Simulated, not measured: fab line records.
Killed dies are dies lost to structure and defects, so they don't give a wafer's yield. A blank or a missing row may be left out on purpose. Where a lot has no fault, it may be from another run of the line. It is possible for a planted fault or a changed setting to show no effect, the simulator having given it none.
Struck lot and sound lot, side by side | flow berkeley-cmos170 | 36 steps out of a route of 331
Sound: the wafers L761.1, L761.2, L761.4. The struck wafers were L765.3, L765.4, L765.5. Last of all comes the cause.
Per side, at each step with rows, come the tool, then ch with its chambers, and then its first start. Under that, the readings that differ: sound wafers | struck wafers | difference of the means | sigmas: that difference in standard deviations of wafers without a fault.
alike: same words and numbers on both sides, and readings whose means sit less than 2 such deviations apart. not compared: any withheld reading, any reading some wafer has no value for, any bound like >300 that may hide the same value, and any number with overlapping values for which the record gives no deviation.
The two part at a step that has a row with sigmas, a row that says differs or no value, or rows on one side only. Non-overlapping numbers with no deviation appear without sigmas and do not part them. A reading that every wafer of one side lacks parts them only if that side has two wafers or more.

UCB170_SPACER_CVD_00: deposits SiO2 from TEOS/O2, target thk 376 nm, time 47 s.
  sound on pecvd-03 ch 0,1,2, day 9 11:13; struck on pecvd-02 ch 1,2, day 10 04:01
  alike: heater-power-w
UCB170_SPACER_THK_MEAS_01:
  sound on film-metro-01, day 9 11:15; struck on film-metro-01, day 10 04:11
  alike: SPACER_TEOS_THK
then, 1 step without rows for these wafers: UCB170_SPACER_ANNEAL_02 (time 1800 s).
UCB170_SPACER_ETCHBACK_03: etches SiO2 in CHF3/CF4/Ar, stops on Si, target depth 376 nm, time 100 s.
  sound on rie-diel-03 ch 0,1,3, day 9 17:14; struck on rie-diel-04 ch 0,1,3, day 10 09:37
  alike: drypump-motor-current-A, oes-product-au, throttle-valve-pct
  not compared: rf-hours-counter-h
then, 6 steps without rows for these wafers: UCB170_PSD_HMDS_00 (prime time 60 s); UCB170_PSD_COAT_01 (resist thk 900 nm); UCB170_PSD_SOFTBAKE_02 (time 60 s); UCB170_PSD_EXPOSE_03 (exposes mask PSELECT MOD, target cd 1200 nm); UCB170_PSD_PEB_04; UCB170_PSD_DEVELOP_05 (develop time 45 s).
UCB170_PSD_CD_MEAS_06: target cd 1200 nm.
  sound on cd-sem-01, day 9 18:48; struck on cd-sem-02, day 10 11:34
  reading    | sound                | struck               | difference | sigmas
  cd-nm (nm) | 1202.0 1200.1 1202.1 | 1197.3 1198.1 1198.4 | -3.5       | -2
UCB170_PSD_OVL_MEAS_07:
  sound on overlay-02, day 9 18:55; struck on overlay-02, day 10 11:40
  alike: PSD_OVL
UCB170_PSD_IMPLANT_08:
  sound on implanter-02 ch 0, day 9 18:58; struck on implanter-02 ch 0, day 10 11:47
  reading            | sound           | struck            | difference | sigmas
  beam-on-s (s)      | 10.64 9.81 9.84 | 7.81 7.43 7.88    | -2.39      | -11
  faraday-current-uA | 8684 9423 9428  | 11867 12422 11701 | +2818      | +15
UCB170_PSD_STRIP_09: strips in O2.
  sound on plasma-asher-01 ch 0,1, day 9 19:07; struck on plasma-asher-03 ch 0,1, day 10 12:01
  reading                      | sound             | struck            | difference | sigmas
  oes-product-au (a.u.)        | 0.594 0.598 0.601 | 0.639 0.641 0.634 | +0.040     | +10
  strip-time-to-endpoint-s (s) | 29.39 29.32 29.33 | 26.74 26.85 26.78 | -2.56      | -35
  alike: drypump-motor-current-A
  not compared: rf-hours-counter-h
UCB170_PSD_TW_MEAS_10:
  sound on film-metro-01, day 9 19:13; struck on film-metro-02, day 10 12:20
  reading | sound          | struck         | difference | sigmas
  PSD_TW  | 2337 2331 2332 | 2118 2133 2127 | -207       | -8
  not compared: hold
then, 6 steps without rows for these wafers: UCB170_NSD_HMDS_00 (prime time 60 s); UCB170_NSD_COAT_01 (resist thk 900 nm); UCB170_NSD_SOFTBAKE_02 (time 60 s); UCB170_NSD_EXPOSE_03 (exposes mask NSELECT MOD, target cd 1200 nm); UCB170_NSD_PEB_04; UCB170_NSD_DEVELOP_05 (develop time 45 s).
UCB170_NSD_CD_MEAS_06: target cd 1200 nm.
  sound on cd-sem-01, day 9 20:58; struck on cd-sem-02, day 10 20:38
  alike: cd-nm
UCB170_NSD_OVL_MEAS_07:
  sound on overlay-01, day 9 21:05; struck on overlay-02, day 10 20:43
  alike: NSD_OVL
then, 1 step without rows for these wafers: UCB170_NSD_IMPLANT_08.
UCB170_NSD_STRIP_09: strips in O2.
  sound on plasma-asher-04 ch 0,1, day 9 21:16; struck on plasma-asher-04 ch 0,1, day 10 20:56
  reading               | sound             | struck            | difference | sigmas
  oes-product-au (a.u.) | 0.532 0.535 0.526 | 0.547 0.537 0.543 | +0.011     | +2
  alike: drypump-motor-current-A, strip-time-to-endpoint-s
  not compared: rf-hours-counter-h
UCB170_NSD_TW_MEAS_10:
  sound on film-metro-02, day 9 21:22; struck on film-metro-02, day 10 21:01
  alike: NSD_TW
then, 6 steps without rows for these wafers: UCB170_NSD_CLEAN_11 (cleans in SPM, time 600 s); UCB170_BACKSIDE_HMDS_00 (prime time 60 s); UCB170_BACKSIDE_COAT_01 (resist thk 900 nm); UCB170_BACKSIDE_SOFTBAKE_02 (time 60 s); UCB170_BACKSIDE_STRIP_03 (strips in O2); UCB170_BACKSIDE_CLEAN_04 (cleans in SPM, time 600 s).
UCB170_SDANNEAL_RTA_00: time 10 s.
  sound on rtp-anneal-01 ch 0, day 9 22:20; struck on rtp-anneal-02 ch 0, day 10 22:14
  reading            | sound          | struck         | difference | sigmas
  lamp-power-pct (%) | 25.8 25.8 25.8 | 21.1 21.1 21.1 | -4.7       | -2
  alike: wafer_temp_C_max
UCB170_SDANNEAL_RTA_01: time 5 s.
  sound on rtp-anneal-01 ch 0, day 9 22:24; struck on rtp-anneal-02 ch 0, day 10 22:17
  reading            | sound    | struck   | difference | sigmas
  lamp-power-pct (%) | 40 40 40 | 33 33 33 | -7         | -2
  alike: wafer_temp_C_max
UCB170_SDANNEAL_RS_MEAS_02: a four-point-probe measurement.
  sound on film-metro-04, day 9 22:28; struck on film-metro-04, day 10 22:40
  reading         | sound             | struck            | difference | sigmas
  PSD_RS (ohm/sq) | 75.57 75.92 75.61 | 90.02 89.60 89.57 | +14.03     | +47
  not compared: hold
UCB170_M3_PROBE_99:
  sound wafers here have rows in the record (prober-01, day 10 20:35); struck ones have none

== WHERE THEY PART ==
At UCB170_PSD_CD_MEAS_06 first; at UCB170_M3_PROBE_99 last (within this record only).

WHY: the cause the simulator had injected
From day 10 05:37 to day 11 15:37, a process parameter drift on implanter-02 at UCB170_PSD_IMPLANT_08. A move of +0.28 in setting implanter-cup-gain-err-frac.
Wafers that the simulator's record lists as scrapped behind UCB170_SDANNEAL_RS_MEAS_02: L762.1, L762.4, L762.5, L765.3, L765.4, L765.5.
